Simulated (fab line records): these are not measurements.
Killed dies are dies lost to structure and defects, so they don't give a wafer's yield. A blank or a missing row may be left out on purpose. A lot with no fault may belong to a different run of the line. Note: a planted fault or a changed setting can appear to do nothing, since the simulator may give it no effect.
2 desks looking at one fault ; flow berkeleyCmos170 ; what lay behind the numbers comes last; until then each desk has only its own

TOOL OWNER'S DESK, rieSi-01
The tool's own readings at UCB170_GATE_ETCH_15 (etches poly-Si in HBr/Cl2, stops on SiO2, time 56.3 s, target depth 278.2 nm): means of the sampled wafers that have a number, for each lot that ran on this tool. Any lot whose mean is over 4 standard deviations away from the usual mean is out of limits and marked OUT; that distance is given in the brackets.
Columns: A = drypumpMotorCurrentA at UCB170_GATE_ETCH_15, usual 5.5 A; B = mfcCl2Sccm at UCB170_GATE_ETCH_15, usual 50.01 sccm; C = oesProductAu at UCB170_GATE_ETCH_15, usual 0.829 a.u.; D = runLengthS at UCB170_GATE_ETCH_15, usual 84.7 s; E = throttleValvePct at UCB170_GATE_ETCH_15, usual 26.47 %
lot;first seen here;A;B;C;D;E
L489;day 9 23:21;5.5;49.99;0.841;84.8;26.55
L492;day 10 08:28;5.7;49.94;0.815;86.4;26.42
L494;day 10 18:32;5.7;49.95;0.813;86.5;26.41
Result from this desk: across the 3 lots, nothing is out of limits.

AT THE METROLOGY DESK
What the gauges read for every lot (on any tool): the sampled wafers with a number, averaged. Any lot whose mean is over 4 standard deviations away from the usual mean is out of limits and marked OUT; that distance is given in the brackets.
Columns: A = GATE_POLY_THK at UCB170_GATE_THK_MEAS_05, usual 213.6 nm; B = cdNm at UCB170_GATE_CD_MEAS_12, usual 350.5 nm; C = GATE_OVL at UCB170_GATE_OVL_MEAS_13, usual 2 nm
lot;first seen here;A;B;C
L489;day 9 21:49;218.2;351.5;-10
L490;day 9 21:50;215.5;348.8;1
L492;day 10 07:00;215.0;349.7;-7
L494;day 10 17:02;214.3;351.3;2
L496;day 11 07:29;213.1;348.7;4
L500;day 11 15:20;215.9;347.6;-1
Result from this desk: across the 6 lots, nothing is out of limits.

ALL TOGETHER
The desk of the tool owner found nothing out of limits.
Metrology desk: nothing out of limits seen.

WHAT THE SIMULATOR PUT IN
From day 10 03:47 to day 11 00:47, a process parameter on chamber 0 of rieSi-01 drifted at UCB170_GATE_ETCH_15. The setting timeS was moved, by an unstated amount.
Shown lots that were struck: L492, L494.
